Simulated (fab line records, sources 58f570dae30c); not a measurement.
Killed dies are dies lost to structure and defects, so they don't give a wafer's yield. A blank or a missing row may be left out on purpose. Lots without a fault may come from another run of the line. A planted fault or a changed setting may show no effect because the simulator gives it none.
Chamber matching | flow berkeley_cmos170 | UCB170_V2_CMP_02 on cmp-01: 4 sister chambers
The step polishes SiO2. 4 wafers are shown with their chamber, then 10 later ones without.

WAFERS WITH THEIR CHAMBER
wafer  | chamber | motor_current_A (A)
L632.5 | 0       | 15.4
L632.6 | 3       | 15.2
L635.1 | 2       | 16.7
L635.2 | 1       | 15.6

WAFERS WITHOUT THEIR CHAMBER
wafer  | motor_current_A (A)
L635.6 | 17.7
L637.1 | 14.5
L637.4 | 17.7
L637.5 | 16.9
L644.1 | 15.7
L644.2 | 15.4
L644.6 | 18.0
L645.1 | 16.3
L645.2 | 14.7
L645.6 | 14.6

WHICH CHAMBER EACH WENT THROUGH
wafer  | from the rows above               | in truth
L635.6 | can't be placed: 2 or 1 or 0      | 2
L637.1 | can't be placed: 3 or 0 or 1      | 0
L637.4 | can't be placed: 2 or 1 or 0      | 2
L637.5 | can't be placed: 2 or 1 or 0      | 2
L644.1 | can't be placed: 1 or 0 or 3 or 2 | 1
L644.2 | can't be placed: 0 or 1 or 3 or 2 | 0
L644.6 | can't be placed: 2 or 1 or 0      | 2
L645.1 | can't be placed: 2 or 1 or 0 or 3 | 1
L645.2 | can't be placed: 3 or 0 or 1      | 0
L645.6 | can't be placed: 3 or 0 or 1      | 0
Placed correctly: 0 of 10. Can't be placed from these rows: 10 (the true chamber is among the candidates in 10). Placed wrongly: 0.
How it was worked out, from the rows above alone: a wafer's distance from a chamber is the root of the sum, over the readings, of the square of ((its reading less the chamber's mean) divided by the reading's scatter). The wafer belongs to the nearest chamber; if the next one is less than 2 further off, it can't be placed. A chamber's mean is the mean of its shown wafers. The scatter: with one shown wafer a chamber, the root of the mean of the squares of how far each hidden wafer lies from its nearest shown one.
